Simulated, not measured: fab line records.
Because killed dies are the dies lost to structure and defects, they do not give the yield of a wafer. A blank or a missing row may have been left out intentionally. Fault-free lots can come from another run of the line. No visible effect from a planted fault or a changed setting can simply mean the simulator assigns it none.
Shared-tool check :: flow berkeley_cmos170 :: 14 lots, 42 wafers sampled

== THE REASON FOR OPENING IT ==
At UCB170_M2_RS_MEAS_02 the reading M2_AL_RS is flagged on 2 of 14 lots. No-fault wafers: 0.0322 ohm/sq, standard deviation 0.00033.
Rule: a lot is flagged when every wafer of it that has a number lies more than 4 standard deviations from that mean, or none has a number. All remaining lots are regarded as sound.

lot: L594
measured: day 7 09:19
on: film_metro-03
M2_AL_RS (ohm/sq), wafer by wafer: 0.0322 0.0321 0.0321
flag: 

lot: L593
measured: day 7 09:46
on: film_metro-04
M2_AL_RS (ohm/sq), wafer by wafer: 0.0323 0.0322 0.0322
flag: 

lot: L598
measured: day 7 22:52
on: film_metro-03
M2_AL_RS (ohm/sq), wafer by wafer: 0.0322 0.0322 0.0322
flag: 

lot: L599
measured: day 7 23:08
on: film_metro-04
M2_AL_RS (ohm/sq), wafer by wafer: 0.0324 0.0329 0.0329
flag: 

lot: L601
measured: day 8 14:28
on: film_metro-03
M2_AL_RS (ohm/sq), wafer by wafer: 0.0321 0.0325 0.0322
flag: 

lot: L600
measured: day 8 14:44
on: film_metro-04
M2_AL_RS (ohm/sq), wafer by wafer: 0.0322 0.0319 0.0321
flag: 

lot: L602
measured: day 8 22:24
on: film_metro-04
M2_AL_RS (ohm/sq), wafer by wafer: 0.0321 0.0320 0.0319
flag: 

lot: L603
measured: day 8 22:31
on: film_metro-03
M2_AL_RS (ohm/sq), wafer by wafer: 0.0326 0.0325 0.0324
flag: 

lot: L604
measured: day 9 11:47
on: film_metro-04
M2_AL_RS (ohm/sq), wafer by wafer: 0.0404 0.0400 0.0401
flag: FLAGGED

lot: L605
measured: day 9 11:59
on: film_metro-01
M2_AL_RS (ohm/sq), wafer by wafer: 0.0330 0.0329 0.0326
flag: 

lot: L610
measured: day 10 20:13
on: film_metro-03
M2_AL_RS (ohm/sq), wafer by wafer: 0.0324 0.0324 0.0325
flag: 

lot: L609
measured: day 10 20:28
on: film_metro-04
M2_AL_RS (ohm/sq), wafer by wafer: 0.0412 0.0416 0.0413
flag: FLAGGED

lot: L614
measured: day 11 15:08
on: film_metro-04
M2_AL_RS (ohm/sq), wafer by wafer: 0.0320 0.0320 0.0322
flag: 

lot: L616
measured: day 12 01:20
on: film_metro-04
M2_AL_RS (ohm/sq), wafer by wafer: 0.0326 0.0327 0.0326
flag: 
Average over the flagged lots: 0.0408 ohm/sq; offset from the usual +0.0086 ohm/sq, equal to +26 standard deviations.

== EACH LOT AND THE TOOL IT RAN ON ==
The record holds 2 process steps before the reading, out of a route of 331 steps. Every cell lists first the tool, next ch and the chambers used by the sampled wafers, and last the start.
lot: L594
flag: 
UCB170_CONTACT_STRIP_19: plasma_asher-04 ch 0,1, day 6 21:38
UCB170_M2_SPUTTER_01: pvd_sputter-03, day 7 09:13

lot: L593
flag: 
UCB170_CONTACT_STRIP_19: plasma_asher-04 ch 0,1, day 7 01:54
UCB170_M2_SPUTTER_01: pvd_sputter-01, day 7 09:37

lot: L598
flag: 
UCB170_CONTACT_STRIP_19: plasma_asher-02 ch 0,1, day 7 13:56
UCB170_M2_SPUTTER_01: pvd_sputter-03, day 7 22:46

lot: L599
flag: 
UCB170_CONTACT_STRIP_19: plasma_asher-04 ch 1, day 7 14:13
UCB170_M2_SPUTTER_01: pvd_sputter-01, day 7 23:02

lot: L601
flag: 
UCB170_CONTACT_STRIP_19: plasma_asher-01 ch 0,1, day 8 03:17
UCB170_M2_SPUTTER_01: pvd_sputter-03, day 8 14:21

lot: L600
flag: 
UCB170_CONTACT_STRIP_19: plasma_asher-04 ch 0,1, day 8 05:08
UCB170_M2_SPUTTER_01: pvd_sputter-04, day 8 14:37

lot: L602
flag: 
UCB170_CONTACT_STRIP_19: plasma_asher-04 ch 0,1, day 8 12:14
UCB170_M2_SPUTTER_01: pvd_sputter-01, day 8 22:17

lot: L603
flag: 
UCB170_CONTACT_STRIP_19: plasma_asher-02 ch 0,1, day 8 11:40
UCB170_M2_SPUTTER_01: pvd_sputter-03, day 8 22:23

lot: L604
flag: FLAGGED
UCB170_CONTACT_STRIP_19: plasma_asher-01 ch 0,1, day 8 22:41
UCB170_M2_SPUTTER_01: pvd_sputter-03, day 9 11:43

lot: L605
flag: 
UCB170_CONTACT_STRIP_19: plasma_asher-02 ch 0,1, day 8 22:50
UCB170_M2_SPUTTER_01: pvd_sputter-01, day 9 11:50

lot: L610
flag: 
UCB170_CONTACT_STRIP_19: plasma_asher-04 ch 0,1, day 10 10:46
UCB170_M2_SPUTTER_01: pvd_sputter-04, day 10 20:05

lot: L609
flag: FLAGGED
UCB170_CONTACT_STRIP_19: plasma_asher-04 ch 1, day 10 11:19
UCB170_M2_SPUTTER_01: pvd_sputter-03, day 10 20:23

lot: L614
flag: 
UCB170_CONTACT_STRIP_19: plasma_asher-02 ch 0,1, day 11 06:37
UCB170_M2_SPUTTER_01: pvd_sputter-01, day 11 15:03

lot: L616
flag: 
UCB170_CONTACT_STRIP_19: plasma_asher-02 ch 0,1, day 11 15:56
UCB170_M2_SPUTTER_01: pvd_sputter-01, day 12 01:14
What these steps do:
- UCB170_CONTACT_STRIP_19: strips in O2.
- UCB170_M2_SPUTTER_01: material Al, target thk 900 nm, time 120 s.
- UCB170_M2_RS_MEAS_02: measures by four-point-probe.

== FLAGGED OVER TOTAL, TOOL BY TOOL (the gauges that took the reading come last) ==
step: UCB170_CONTACT_STRIP_19
tool: plasma_asher-01
lots run: 2
flagged: 1
share of the flagged lots: some
sound lots run after its first flagged lot: 0

step: UCB170_CONTACT_STRIP_19
tool: plasma_asher-02
lots run: 5
flagged: 0
share of the flagged lots: none
sound lots run after its first flagged lot: -

step: UCB170_CONTACT_STRIP_19
tool: plasma_asher-04
lots run: 7
flagged: 1
share of the flagged lots: some
sound lots run after its first flagged lot: 0

step: UCB170_M2_SPUTTER_01
tool: pvd_sputter-01
lots run: 6
flagged: 0
share of the flagged lots: none
sound lots run after its first flagged lot: -

step: UCB170_M2_SPUTTER_01
tool: pvd_sputter-03
lots run: 6
flagged: 2
share of the flagged lots: all
sound lots run after its first flagged lot: 0

step: UCB170_M2_SPUTTER_01
tool: pvd_sputter-04
lots run: 2
flagged: 0
share of the flagged lots: none
sound lots run after its first flagged lot: -

step: UCB170_M2_RS_MEAS_02
tool: film_metro-01
lots run: 1
flagged: 0
share of the flagged lots: none
sound lots run after its first flagged lot: -

step: UCB170_M2_RS_MEAS_02
tool: film_metro-03
lots run: 5
flagged: 0
share of the flagged lots: none
sound lots run after its first flagged lot: -

step: UCB170_M2_RS_MEAS_02
tool: film_metro-04
lots run: 8
flagged: 2
share of the flagged lots: all
sound lots run after its first flagged lot: 2 (L614,L616)

== THE TABLE: WHAT IT ALLOWS ==
Table rows that saw every flagged lot: 2, namely pvd_sputter-03 at UCB170_M2_SPUTTER_01 and film_metro-04 at UCB170_M2_RS_MEAS_02.
- pvd_sputter-03 at UCB170_M2_SPUTTER_01: 2 of its 6 lots flagged. A fault beginning between L603 (day 8 22:23), its last sound lot, and L604 (day 9 11:43), its first flagged one, fits the data.
- film_metro-04 at UCB170_M2_RS_MEAS_02: 2 of its 8 lots flagged. After the first flagged lot (L614, L616), sound lots still ran on it; a lasting fault on the whole tool would not permit that.
Left over: one tool, pvd_sputter-03 at UCB170_M2_SPUTTER_01.

== WHAT THE SIMULATOR HAD PUT IN ==
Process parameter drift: pvd_sputter-03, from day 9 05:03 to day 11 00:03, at UCB170_M2_SPUTTER_01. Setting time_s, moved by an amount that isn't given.
Lots struck among those shown: L604, L609. The rule above found the same.
